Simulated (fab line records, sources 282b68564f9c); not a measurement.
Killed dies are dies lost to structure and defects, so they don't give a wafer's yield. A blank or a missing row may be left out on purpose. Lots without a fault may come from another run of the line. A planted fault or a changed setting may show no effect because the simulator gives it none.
fab line records | flow rit_cmos
record lots=5 wafers=15 last_day=6
route steps=202 shown PRETRO@72 GATE@75 FOX2@80
lots that met no fault: from a run of the same line without faults
start_h: hours from the record's first day to the start of the lot's first wafer shown | wait_h: hours since the lot's step before | " the same as in the row above | L1.1+2: a row that stands for several wafers | - no value, or no start given | * or withheld: withheld | < > ~ a bound
route shown NAME@n: a module of which the file shows steps, and the number in the route of the first | usual: mean/standard deviation of fault-free wafers | same: alike in all rows | chamber/n: place in a boat | sites: the reading at each site | _std_site: their standard deviation | _edge_site: outer sites' mean less inner sites' | radius_mm: how far each site lies from the wafer's centre | mask NAME#n: copy n | behind: the tool/chamber that last shaped the wafer | hold: why the lot was held/for how many hours/how that ended | device: the transistor (n, p or np) that didn't switch | end of line: the same wafers' tests at the end of the route | a step without rows: its recipe alone | killed: dies lost to structure and defects at the first sort, not the wafer's yield | map: a wafer's dies, x killed, . not, _ none there
set.NAME: the setting as run; set.NAME@STEP: as run at that earlier step | model.NAME: the simulator's own value behind a step, which no gauge read
lots at some steps of the route; a table a step, a row a wafer
services: from which hour (start_h, from the record's first day; less than 0 if before it) a tool's chamber was out of use, for how many hours, and why
## steps
# step RIT_PRETRO_IMPLANT_08
# recipe species=B energy_kev=45 dose_cm2=1.2e+13 tilt_deg=7
# step RIT_PRETRO_STRIP_09
# recipe chemistry=O2 time_s=180 resist=NOVOLAK platen_temp_c=withheld power_w=500 pressure_mtorr=4000 o2_flow_sccm=4000
# usual drypump_motor_current_A=5.8/0.35 o2_flow_sccm=4000/12
# same time_s=180
# columns lot.wafer tool chamber start_h wait_h drypump_motor_current_A o2_flow_sccm rf_hours_counter_h
L354.1 plasma_asher-01 0 76.99 0.1 5.7 4012 44
L354.4 " 1 " " 6.0 3999 -
L354.6 " 0 " " 5.6 3999 -
L357.1 plasma_asher-02 0 91.28 0.1 5.7 4017 44
L357.4 " 0 " " 5.8 4024 -
L357.5 " 1 " " 5.8 3995 -
L359.1 plasma_asher-02 1 101.44 0.1 5.8 4012 45
L359.2 " 0 " " 5.7 4012 45
L359.4 " 1 " " 5.8 4014 -
L361.1 plasma_asher-03 1 111.42 0.1 5.2 3990 30
L361.2 " 0 " " 6.3 3989 30
L361.3 " 1 " " 5.2 3987 -
L362.2 plasma_asher-03 1 116.75 0.1 5.2 4003 31
L362.5 " 0 " " 6.3 4008 -
L362.6 " 1 " " 5.2 4023 -
# step RIT_PRETRO_TW_MEAS_10
# usual PRETRO_TW=476/6.6
# columns lot.wafer tool chamber start_h wait_h PRETRO_TW
L354.1 film_metro-02 - 77.16 0.1 466
L354.4 " - " " 466
L354.6 " - " " 468
L357.1 film_metro-01 - 91.45 0.1 481
L357.4 " - " " 483
L357.5 " - " " 481
L359.1 film_metro-02 - 101.62 0.1 470
L359.2 " - " " 468
L359.4 " - " " 467
L361.1 film_metro-01 - 111.60 0.1 482
L361.2 " - " " 480
L361.3 " - " " 482
L362.2 film_metro-03 - 116.94 0.1 472
L362.5 " - " " 470
L362.6 " - " " 472
# step RIT_GATE_WET_ETCH_00
# recipe chemistry=BOE target=SiO2 target_depth_nm=56 time_s=60 dry=n2_spin dilution=10:1 temp_c=21.5
# step RIT_GATE_CLEAN_01
# recipe chemistry=SC1 mix=3:3:50 time_s=600 temp_c=75
# step RIT_GATE_CLEAN_02
# recipe chemistry=dHF dilution=50:1 time_s=30
# step RIT_GATE_CLEAN_03
# recipe chemistry=SC2 mix=3:3:50 time_s=600 temp_c=75 dry=n2_spin
# step RIT_GATE_CLEAN_04
# recipe chemistry=dHF dilution=50:1 time_s=60 dry=n2_spin
# step RIT_FOX2_THK_MEAS_91
# recipe reads=SiO2_of_FOX2_OXIDATION_00
# usual FIELD_OXIDE_LEFT_2_THK=257/7
# columns lot.wafer tool chamber start_h wait_h FIELD_OXIDE_LEFT_2_THK[nm]
L354.1 film_metro-03 - 77.84 0.0 255
L354.4 " - " " 251
L354.6 " - " " 255
L357.1 film_metro-01 - 91.93 0.0 263
L357.4 " - " " 257
L357.5 " - " " 263
L359.1 film_metro-01 - 102.10 0.0 256
L359.2 " - " " 263
L359.4 " - " " 267
L361.1 film_metro-04 - 112.09 0.0 260
L361.2 " - " " 268
L361.3 " - " " 261
L362.2 film_metro-03 - 117.42 0.0 262
L362.5 " - " " 266
L362.6 " - " " 264
# step RIT_GATE_OXIDATION_05
# recipe temp_c=900 ambient=O2 target_thk_a=30 ox_time_s=270
# step RIT_GATE_ANNEAL_06
# recipe temp_c=900 time_s=600 ambient=N2O
# step RIT_GATE_THK_MEAS_07
# recipe reads=SiO2_of_GATE_OXIDATION_05
# usual GATE_OXIDE_THK=3.02/0.065
# columns lot.wafer tool chamber start_h wait_h GATE_OXIDE_THK[nm]
L354.1 film_metro-04 - 79.79 0.0 3.06
L354.4 " - " " 3.01
L354.6 " - " " 3.15
L357.1 film_metro-03 - 94.13 0.0 2.99
L357.4 " - " " 3.01
L357.5 " - " " 3.00
L359.1 film_metro-04 - 103.48 0.0 3.02
L359.2 " - " " 3.03
L359.4 " - " " 2.98
L361.1 film_metro-01 - 114.11 0.0 3.08
L361.2 " - " " 3.01
L361.3 " - " " 3.11
L362.2 film_metro-01 - 118.80 0.0 3.05
L362.5 " - " " 3.09
L362.6 " - " " 3.14
# step RIT_GATE_CVD_08
# recipe material=poly-Si target_thk_nm=250 temp_c=610 precursor=SiH4 time_s=2220 pressure_mtorr=300 sih4_flow_sccm=100
# usual spike_tc_centre_C=611.8/1.1 spike_tc_load_C=632.8/2.3 spike_tc_source_C=627/3.8 susceptor_temp_C=610.04/0.28 zone_power_centre_pct=27/3.5
# same time_s=2220
# columns lot.wafer tool chamber start_h wait_h spike_tc_centre_C spike_tc_load_C spike_tc_source_C susceptor_temp_C zone_power_centre_pct model.poly-Si_of_GATE_CVD_08.thk_nm
L354.1 lpcvd-01 0 79.85 0.1 612.6 631.2 627 609.98 34 247.6
L354.4 " 0 " " 612.7 630.7 626 609.14 34 247.8
L354.6 " 0 " " 612.4 629.8 625 610.00 34 248.7
L357.1 lpcvd-02 1 94.19 0.1 610.5 628.4 620 610.03 23 246
L357.4 " 1 " " 611.7 630.2 622 609.79 23 245.4
L357.5 " 1 " " 611.8 632.2 623 610.22 23 245.2
L359.1 lpcvd-01 1 103.54 0.1 629.1 650.2 645 625.08 28 352.7
L359.2 " 1 " " 629.7 648.4 645 625.29 28 352.1
L359.4 " 1 " " 626.3 649.6 644 625.31 28 351.7
L361.1 lpcvd-02 1 114.17 0.1 610.3 629.6 623 609.83 23 250.2
L361.2 " 1 " " 612.0 632.8 622 610.34 23 250.8
L361.3 " 1 " " 611.4 630.9 621 610.11 24 250.8
L362.2 lpcvd-02 1 118.85 0.0 611.1 630.1 622 610.03 23 246.9
L362.5 " 1 " " 612.6 630.3 622 610.54 23 248.3
L362.6 " 1 " " 612.7 630.5 621 610.25 23 244.7
# step RIT_GATE_THK_MEAS_09
# recipe reads=poly-Si_of_GATE_CVD_08
# usual GATE_POLY_THK=249.5/2.4
# columns lot.wafer tool chamber start_h wait_h GATE_POLY_THK[nm]
L354.1 film_metro-01 - 81.46 0.0 247.5
L354.4 " - " " 247.8
L354.6 " - " " 248.8
L357.1 film_metro-01 - 95.81 0.0 245.9
L357.4 " - " " 245.4
L357.5 " - " " 245.2
L359.1 film_metro-03 - 105.16 0.0 352.7
L359.2 " - " " 352.1
L359.4 " - " " 351.6
L361.1 film_metro-04 - 115.78 0.0 249.9
L361.2 " - " " 250.8
L361.3 " - " " 250.8
L362.2 film_metro-03 - 120.48 0.0 246.9
L362.5 " - " " 248.1
L362.6 " - " " 244.7
# step RIT_GATE_HMDS_10
# recipe prime_time_s=60 prime_temp_c=140
# step RIT_GATE_COAT_11
# recipe resist=NOVOLAK spin_rpm=4250 resist_thk_nm=855.5
# step RIT_GATE_SOFTBAKE_12
# recipe resist=NOVOLAK temp_c=90 time_s=60
# step RIT_GATE_EXPOSE_13
# recipe mask_id=M6 na=0.6 source_shape=conventional sigma_outer=0.6 target_cd_nm=150 dose_mj=380
# step RIT_GATE_PEB_14
# recipe resist=NOVOLAK temp_c=withheld time_s=withheld
# step RIT_GATE_DEVELOP_15
# recipe resist=NOVOLAK develop_time_s=50 dev_temp_c=23
# step RIT_GATE_CD_MEAS_16
# recipe target_cd_nm=150
# usual cd_nm=149.6/1.8
# columns lot.wafer tool chamber start_h wait_h cd_nm
L354.1 cd_sem-02 - 82.37 - 150.4
L354.4 " - " " 150.1
L354.6 " - " " 151.6
L357.1 cd_sem-02 - 96.99 - 146.6
L357.4 " - " " 148.2
L357.5 " - " " 147.2
L359.1 cd_sem-02 - 106.19 - 149.3
L359.2 " - " " 148.5
L359.4 " - " " 149.1
L361.1 cd_sem-02 - 116.74 - 148.5
L361.2 " - " " 149.8
L361.3 " - " " 149.1
L362.2 cd_sem-02 - 121.52 - 150.1
L362.5 " - " " 149.3
L362.6 " - " " 149.5
# step RIT_GATE_OVL_MEAS_17
# usual GATE_OVL=1.4/1.2
# columns lot.wafer tool chamber start_h wait_h GATE_OVL[nm]
L354.1 overlay-02 - 82.49 0.1 0.4
L354.4 " - " " 1.2
L354.6 " - " " 0.6
L357.1 overlay-02 - 97.11 0.1 0.1
L357.4 " - " " -0.1
L357.5 " - " " 0.4
L359.1 overlay-01 - 106.31 0.1 1.7
L359.2 " - " " 2.3
L359.4 " - " " 0.6
L361.1 overlay-01 - 116.86 0.1 3.4
L361.2 " - " " -0.1
L361.3 " - " " 2.0
L362.2 overlay-02 - 121.63 0.1 -0.3
L362.5 " - " " 0.3
L362.6 " - " " 1.3
# step RIT_GATE_HARDBAKE_18
# recipe resist=NOVOLAK temp_c=140 time_s=60
# step RIT_GATE_ETCH_19
# recipe chemistry=SF6/CHF3/O2 time_s=165 SF6_flow_sccm=30 CHF3_flow_sccm=30 O2_flow_sccm=5 target=poly-Si pressure_mtorr=40 rf_w=160 target_depth_a=3125 over_etch_frac=0.25 stop_on=SiO2
# usual drypump_motor_current_A=5.8/0.42 oes_product_au=0.850/0.0086 throttle_valve_pct=10.23/0.12
# same time_s=165
# columns lot.wafer tool chamber start_h wait_h drypump_motor_current_A oes_product_au rf_hours_counter_h throttle_valve_pct model.etch.depth_nm model.GATE.feature_depth_nm
L354.1 rie_si-01 1 82.68 0.1 6.4 0.854 19 10.01 247.6 247.6
L354.4 " 3 " " 5.4 0.841 47 10.15 247.8 247.8
L354.6 " 2 " " 5.6 0.841 - 10.30 248.7 248.7
L357.1 rie_si-02 3 97.30 0.1 5.8 0.841 148 10.31 246 246
L357.4 " 2 " " 5.6 0.825 142 10.16 245.4 245.4
L357.5 " 3 " " 5.8 0.841 - 10.30 245.2 245.2
L359.1 rie_si-02 3 106.50 0.1 5.8 1.006 148 10.30 315.4 315.4
L359.2 " 2 " " 5.5 0.991 142 10.17 312.1 312.1
L359.4 " 1 " " 6.5 1.014 69 10.24 315.7 315.7
L361.1 rie_si-02 3 117.05 0.1 5.8 0.857 148 10.31 250.2 250.2
L361.2 " 1 " " 6.5 0.848 69 10.25 250.8 250.8
L361.3 " 2 " " 5.6 0.843 143 10.17 250.8 250.8
L362.2 rie_si-01 0 121.81 0.1 5.8 0.849 3 10.23 246.9 246.9
L362.5 " 0 " " 5.8 0.843 - 10.21 248.3 248.3
L362.6 " 3 " " 5.4 0.844 - 10.17 244.7 244.7
# step RIT_GATE_STRIP_20
# recipe chemistry=O2 time_s=180 resist=NOVOLAK platen_temp_c=withheld power_w=500 pressure_mtorr=4000 o2_flow_sccm=4000
# usual drypump_motor_current_A=5.6/0.48 o2_flow_sccm=3999/12
# same time_s=180
# columns lot.wafer tool chamber start_h wait_h drypump_motor_current_A o2_flow_sccm rf_hours_counter_h
L354.1 plasma_asher-01 0 82.79 0.1 5.6 3960 44
L354.4 " 1 " " 6.0 3995 -
L354.6 " 1 " " 6.0 3991 -
L357.1 plasma_asher-03 1 97.40 0.1 5.2 3995 29
L357.4 " 1 " " 5.2 3999 -
L357.5 " 1 " " 5.2 4001 -
L359.1 plasma_asher-01 0 106.61 0.1 5.6 4003 47
L359.2 " 1 " " 6.0 4001 47
L359.4 " 1 " " 6.0 4024 -
L361.1 plasma_asher-03 0 117.16 0.1 6.3 3991 31
L361.2 " 1 " " 5.2 4006 31
L361.3 " 1 " " 5.2 4000 -
L362.2 plasma_asher-03 0 121.92 0.1 6.3 3992 32
L362.5 " 1 " " 5.2 3993 -
L362.6 " 0 " " 6.4 4007 -
## services
# columns tool chamber start_h hours kind
rie_si-01 3 89.50 4.9 repair
rie_si-01 0 94.70 4.2 repair
plasma_asher-01 - 108.75 9.0 pm
plasma_asher-01 0 108.75 9.0 vent_cycle
plasma_asher-01 1 108.75 9.0 vent_cycle
plasma_asher-02 - 109.32 2.8 pm
plasma_asher-01 0 117.75 - clean
plasma_asher-01 1 117.75 - clean
rie_si-02 3 121.22 - clean
rie_si-02 3 121.22 23.3 scheduled_down
rie_si-02 3 121.22 23.3 vent_cycle
## key
first_sign step=RIT_GATE_CVD_08 reading=susceptor_temp_C direction=up sigmas=54 usual=* struck=*
effect step=RIT_GATE_CVD_08 reading=spike_tc_centre_C direction=up sigmas=16 usual=611.8 struck=628.3
effect step=RIT_GATE_THK_MEAS_09 reading=GATE_POLY_THK direction=up sigmas=42 usual=249.5 struck=352.1
effect step=RIT_GATE_ETCH_19 reading=oes_product_au direction=up sigmas=18 usual=0.850 struck=1.004
model_effect step=RIT_GATE_CVD_08 value=poly-Si_of_GATE_CVD_08.thk_nm without=247 struck=352.2
model_effect step=RIT_GATE_ETCH_19 value=etch.depth_nm without=247 struck=314.4
met_at RIT_GATE_CVD_08
struck_wafers L359.1,L359.2,L359.4
later_rows_left_out L359.1,L359.2,L359.4
sort_left_out L359.1,L359.2,L359.4
tester_left_out L359
fault kind=process_parameter_drift tool=lpcvd-01 chamber=1 onset_h=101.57 steps=RIT_GATE_CVD_08 channel=temp_c offset=* shape=step end_h=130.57 acts_in=* stated=*
# tester_left_out: of these lots the tester's yield and bins aren't shown, on N5 and GAA mostly nor the transistor test; their killed dies are dies lost to structure and defects alone, not to doping, threshold or leakage, so they don't give the yield
# sort_left_out: the simulated sort isn't trusted on such a fault, so these wafers' sort isn't shown, and their yield isn't known
# later_rows_left_out: the simulator's readings of these wafers behind a module that went badly wrong aren't trusted and aren't shown, but for the sort
